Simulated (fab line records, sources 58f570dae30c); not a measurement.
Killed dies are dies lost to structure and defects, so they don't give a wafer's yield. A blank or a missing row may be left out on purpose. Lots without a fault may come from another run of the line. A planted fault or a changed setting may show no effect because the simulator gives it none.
Chamber matching | flow berkeley_cmos170 | UCB170_V1_CMP_02 on cmp-02: 4 sister chambers
The step polishes SiO2. 4 wafers are shown with their chamber, then 7 later ones without.

WAFERS WITH THEIR CHAMBER
wafer  | chamber | motor_current_A (A)
L495.4 | 2       | 18.6
L495.6 | 1       | 14.9
L494.1 | 3       | 15.3
L494.4 | 0       | 15.3

WAFERS WITHOUT THEIR CHAMBER
wafer  | motor_current_A (A)
L494.5 | 15.5
L499.4 | 19.8
L499.5 | 15.6
L499.6 | 15.8
L503.1 | 14.1
L503.3 | 15.6
L503.6 | 15.4

WHICH CHAMBER EACH WENT THROUGH
wafer  | from the rows above          | in truth
L494.5 | can't be placed: 0 or 3 or 1 | 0
L499.4 | 2                            | 2
L499.5 | can't be placed: 0 or 3 or 1 | 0
L499.6 | can't be placed: 0 or 3 or 1 | 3
L503.1 | can't be placed: 1 or 0 or 3 | 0
L503.3 | can't be placed: 0 or 3 or 1 | 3
L503.6 | can't be placed: 0 or 3 or 1 | 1
Placed correctly: 1 of 7. Can't be placed from these rows: 6 (the true chamber is among the candidates in 6). Placed wrongly: 0.
How it was worked out, from the rows above alone: a wafer's distance from a chamber is the root of the sum, over the readings, of the square of ((its reading less the chamber's mean) divided by the reading's scatter). The wafer belongs to the nearest chamber; if the next one is less than 2 further off, it can't be placed. A chamber's mean is the mean of its shown wafers. The scatter: with one shown wafer a chamber, the root of the mean of the squares of how far each hidden wafer lies from its nearest shown one.
